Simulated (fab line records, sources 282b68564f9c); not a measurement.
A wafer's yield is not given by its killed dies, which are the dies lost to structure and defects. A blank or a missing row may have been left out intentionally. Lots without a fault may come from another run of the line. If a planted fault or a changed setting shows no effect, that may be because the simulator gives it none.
2 desks, one fault + flow rit-cmos + each desk has only its own numbers; what lay behind them comes last

## FROM THE METROLOGY DESK
What the gauges read, lot by lot, whatever tool the lot ran on: means of the sampled wafers that have a number. Marked OUT: a lot whose mean sits more than 4 standard deviations from the usual mean, which makes it out of limits; the brackets give that distance.
Columns: A = M1_AL_RS at RIT_M1_RS_MEAS_01, usual 0.0753 ohm/sq; B = M1_AL_THK at RIT_M1_THK_MEAS_02, usual 385 nm; C = cd-nm at RIT_M1_CD_MEAS_09, usual 2599.4 nm; D = M1_OVL at RIT_M1_OVL_MEAS_10, usual -0.9 nm
| lot  | first seen here | A      | B   | C      | D    |
|------|-----------------|--------|-----|--------|------|
| L709 | day 4 22:49     | 0.0755 | 381 | 2598.3 | -0.7 |
| L710 | day 5 07:01     | 0.0753 | 387 | 2598.5 | -1.2 |
| L711 | day 5 13:09     | 0.0745 | 391 | 2596.6 | -0.4 |
| L720 | day 7 06:34     | 0.0759 | 381 | 2597.4 | -1.2 |
| L722 | day 8 02:38     | 0.0757 | 387 | 2601.3 | -0.9 |
| L724 | day 8 04:55     | 0.0752 | 390 | 2594.9 | -3.7 |
Result from this desk: across the 6 lots, nothing is out of limits.

## FOR THE TOOL OWNER'S DESK: rie-metal-02
The tool's own readings at RIT_M1_METAL_ETCH_12 (etches Al in Cl2/BCl3, stops on SiO2, time 165 s, target depth 600 nm): means of the sampled wafers that have a number, for each lot that ran on this tool. Marked OUT: a lot whose mean sits more than 4 standard deviations from the usual mean, which makes it out of limits; the brackets give that distance.
Columns: A = chamber-pressure-mTorr at RIT_M1_METAL_ETCH_12, usual 103.89 mTorr; B = drypump-motor-current-A at RIT_M1_METAL_ETCH_12, usual 5.6 A; C = oes-product-au at RIT_M1_METAL_ETCH_12, usual 0.764 a.u.; D = run-length-s at RIT_M1_METAL_ETCH_12, usual 193.68 s; E = throttle-valve-pct at RIT_M1_METAL_ETCH_12, usual 8.05 %
| lot  | first seen here | A      | B   | C                | D                | E    |
|------|-----------------|--------|-----|------------------|------------------|------|
| L709 | day 5 00:27     | 103.78 | 5.2 | 0.764            | 194.03           | 8.04 |
| L720 | day 7 08:02     | 103.92 | 5.2 | 0.836 (+8.6) OUT | 179.90 (-49) OUT | 8.04 |
| L722 | day 8 04:19     | 103.78 | 5.2 | 0.833 (+8.2) OUT | 180.00 (-49) OUT | 8.03 |
This desk's finding: out of limits on L720, L722; first on L720, day 7 08:02 (oes-product-au at RIT_M1_METAL_ETCH_12). In limits: L709.

## ALL TOGETHER
The tool owner's desk could have raised an alarm at day 7 08:02, on L720, L722.
Nothing out of limits was seen by the metrology desk.
The metrology desk holds a record of L720, L722, inside its limits.
On rie-metal-02, each named lot ran RIT_M1_METAL_ETCH_12.

## WHAT THE SIMULATOR HAD PUT IN
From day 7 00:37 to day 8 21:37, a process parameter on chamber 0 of rie-metal-02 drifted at RIT_M1_METAL_ETCH_12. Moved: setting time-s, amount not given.
Struck lots among those shown: L720, L722.
Hours from the fault's start to each desk's first reading out of limits: the tool owner's desk, 7.
